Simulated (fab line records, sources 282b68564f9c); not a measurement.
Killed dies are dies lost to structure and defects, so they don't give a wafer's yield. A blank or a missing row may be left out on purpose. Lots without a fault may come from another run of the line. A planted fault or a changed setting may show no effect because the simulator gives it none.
A struck lot beside a sound one | flow rit_cmos | 19 steps out of a route of 202
Sound: wafers L790.2, L790.4, L790.6. Struck: wafers L809.1, L809.2, L809.6. The cause comes at the end.
At each step with rows: each side's tool, then ch and its chambers, then its first start. Under that, the readings that differ: sound wafers | struck wafers | difference of the means | sigmas: that difference in standard deviations of wafers without a fault.
alike: readings whose means differ by less than 2 such deviations, and words and numbers that are the same on both sides. not compared: withheld readings, readings that some wafer has no value for, bounds like >300 that may hide the same value, and numbers for which the record gives no deviation and whose values overlap.
The two part at a step that has a row with sigmas, a row that says differs or no value, or rows on one side only. Numbers that don't overlap but have no deviation are shown without sigmas and don't part them. A reading that every wafer of one side lacks parts them only if that side has two wafers or more.

RIT_SILICIDE_RS_MEAS_02: measures by four-point-probe.
  sound on film_metro-01, day 3 13:10; struck on film_metro-01, day 7 11:02
  alike: SILICIDE_TI_RS
RIT_SILICIDE_THK_MEAS_03: measures by xrf.
  sound on film_metro-01, day 3 13:17; struck on film_metro-01, day 7 11:10
  alike: SILICIDE_TI_THK
RIT_SILICIDE_RTA_04: time 10 s, ramp up 5 s, ramp down 5 s.
  sound on rtp_anneal-02 ch 0, day 3 13:20; struck on rtp_anneal-02 ch 0, day 7 11:13
  alike: chamber_o2_ppm, wafer_temp_C_max
then, 1 step without rows for these wafers: RIT_SILICIDE_WET_ETCH_05 (etches Ti in SPM, time 120 s).
RIT_SILICIDE_RTA_06: time 10 s, ramp up 5 s, ramp down 10 s.
  sound on rtp_anneal-01 ch 0, day 3 13:27; struck on rtp_anneal-01 ch 0, day 7 11:20
  alike: chamber_o2_ppm, wafer_temp_C_max
RIT_CONTACT_CVD_00: deposits SiO2 from TEOS, target thk 400 nm, time 61 s.
  sound on pecvd-03 ch 0,1,2, day 3 13:30; struck on pecvd-01 ch 0,1,2, day 7 11:24
  alike: heater_power_w
RIT_CONTACT_THK_MEAS_01:
  sound on film_metro-04, day 3 13:34; struck on film_metro-04, day 7 11:27
  alike: CONTACT_TEOS_THK
then, 5 steps without rows for these wafers: RIT_CONTACT_HMDS_02 (prime time 60 s); RIT_CONTACT_COAT_03 (resist thk 1000 nm); RIT_CONTACT_SOFTBAKE_04 (time 60 s); RIT_CONTACT_EXPOSE_05 (exposes mask M11, target cd 1000 nm); RIT_CONTACT_PEB_06.
RIT_CONTACT_DEVELOP_07: develop time 120 s.
  sound on litho_track-02 ch 0, day 3 14:00; struck on litho_track-02 ch 0, day 7 12:00
  alike: chill_plate_temp_C
RIT_CONTACT_CD_MEAS_08: target cd 1000 nm.
  sound on cd_sem-01, day 3 14:43; struck on cd_sem-01, day 7 12:28
  reading    | sound              | struck               | difference | sigmas
  cd_nm (nm) | 998.9 995.7 1000.6 | 1014.2 1012.6 1013.3 | +15.0      | +7
RIT_CONTACT_OVL_MEAS_09:
  sound on overlay-02, day 3 14:50; struck on overlay-01, day 7 12:35
  alike: CONTACT_OVL
then, 1 step without rows for these wafers: RIT_CONTACT_HARDBAKE_10 (time 60 s).
RIT_CONTACT_ETCH_11: etches SiO2 in CHF3/CF4/Ar, stops on TiSi2, target depth 480 nm, time 320 s.
  sound on rie_diel-01 ch 1,2,3, day 3 15:01; struck on rie_diel-03 ch 0,2,3, day 7 12:47
  reading                  | sound             | struck         | difference | sigmas
  model.CONTACT.cd_nm (nm) | 998.5 995.6 999.8 | 1015 1013 1014 | +16        |
  alike: drypump_motor_current_A, oes_product_au, throttle_valve_pct
  not compared: rf_hours_counter_h
RIT_CONTACT_STRIP_12: strips in O2, time 180 s.
  sound on plasma_asher-03 ch 0,1, day 3 15:12; struck on plasma_asher-03 ch 0,1, day 7 12:58
  alike: drypump_motor_current_A
  not compared: rf_hours_counter_h
RIT_M1_PROBE_99:
  sound on prober-01, day 3 20:13; struck on prober-02, day 7 17:38
  reading                                   | sound             | struck            | difference | sigmas
  model.etest.contact_to_gate.bv_left_v (V) | 94.53 94.16 94.08 | 88.17 86.84 85.88 | -7.29      |
  alike: killed_at_contacts, killed_at_front_end, killed_dies, killed_open, killed_short
  not compared: model.etest.contact_to_gate.bv_right_v

WHERE THEY PART
Only at RIT_CONTACT_CD_MEAS_08, within this record. Later steps at which nothing parts them and some readings are alike: RIT_CONTACT_OVL_MEAS_09, RIT_CONTACT_ETCH_11, RIT_CONTACT_STRIP_12, RIT_M1_PROBE_99.

WHY: what the simulator had put in
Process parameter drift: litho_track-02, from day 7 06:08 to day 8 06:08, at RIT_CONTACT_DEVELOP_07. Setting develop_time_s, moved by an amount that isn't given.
